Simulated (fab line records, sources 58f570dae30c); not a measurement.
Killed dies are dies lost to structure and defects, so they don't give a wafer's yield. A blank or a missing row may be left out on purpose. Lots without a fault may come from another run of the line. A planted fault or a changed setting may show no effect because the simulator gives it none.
Chamber matching | flow berkeley_cmos170 | UCB170_CONTACT_ETCH_17 on rie_diel-02: 4 sister chambers
The step etches BARC in N2/H2. 16 wafers are shown with their chamber, then 8 later ones without.

WAFERS WITH THEIR CHAMBER
wafer  | chamber | drypump_motor_current_A (A) | throttle_valve_pct (%) | oes_product_au (a.u.)
L148.1 | 0       | 5.6                         | 13.26                  | 1.004
L148.2 | 2       | 6.2                         | 13.22                  | 1.034
L148.5 | 2       | 6.2                         | 13.23                  | 1.033
L149.2 | 1       | 6.4                         | 13.22                  | 0.991
L149.3 | 0       | 5.6                         | 13.26                  | 1.030
L149.5 | 2       | 6.2                         | 13.23                  | 1.038
L152.2 | 1       | 6.4                         | 13.23                  | 0.978
L152.3 | 2       | 6.2                         | 13.22                  | 1.036
L152.4 | 3       | 5.2                         | 13.35                  | 1.007
L155.3 | 2       | 6.2                         | 13.22                  | 1.023
L155.4 | 1       | 6.4                         | 13.22                  | 0.981
L155.5 | 3       | 5.2                         | 13.36                  | 1.012
L157.2 | 0       | 5.6                         | 13.29                  | 1.012
L157.3 | 1       | 6.3                         | 13.21                  | 0.980
L157.4 | 3       | 5.2                         | 13.36                  | 1.023
L159.4 | 1       | 6.4                         | 13.21                  | 0.977

SIGNATURES (means of the wafers above)
reading                 | chamber 0 | chamber 1 | chamber 2 | chamber 3 | scatter within a chamber
drypump_motor_current_A | 5.600     | 6.380     | 6.200     | 5.200     | 0.0258
throttle_valve_pct      | 13.2700   | 13.2180   | 13.2240   | 13.3567   | 0.00943
oes_product_au          | 1.01533   | 0.98140   | 1.03280   | 1.01400   | 0.0079
Rule: a wafer's distance from a chamber is the root of the sum, over the readings, of the square of ((its reading less the chamber's mean) divided by the reading's scatter). The wafer belongs to the nearest chamber; if the next one is less than 2 further off, it can't be placed. The scatter: the root of (the sum of the squares of (reading less its chamber's mean) over the shown wafers, divided by (wafers less chambers)).

WAFERS WITHOUT THEIR CHAMBER
wafer  | drypump_motor_current_A (A) | throttle_valve_pct (%) | oes_product_au (a.u.)
L159.5 | 5.5                         | 13.28                  | 1.000
L159.6 | 5.2                         | 13.36                  | 1.022
L162.1 | 6.4                         | 13.24                  | 0.982
L162.3 | 5.2                         | 13.36                  | 1.023
L162.6 | 6.4                         | 13.24                  | 0.993
L165.2 | 6.2                         | 13.22                  | 1.040
L165.5 | 5.2                         | 13.36                  | 1.016
L165.6 | 6.2                         | 13.23                  | 1.034

WHICH CHAMBER EACH WENT THROUGH
wafer  | from the rows above | in truth
L159.5 | 0                   | 0
L159.6 | 3                   | 3
L162.1 | 1                   | 1
L162.3 | 3                   | 3
L162.6 | 1                   | 1
L165.2 | 2                   | 2
L165.5 | 3                   | 3
L165.6 | 2                   | 2
Placed correctly: 8 of 8. Can't be placed from these rows: 0. Placed wrongly: 0.
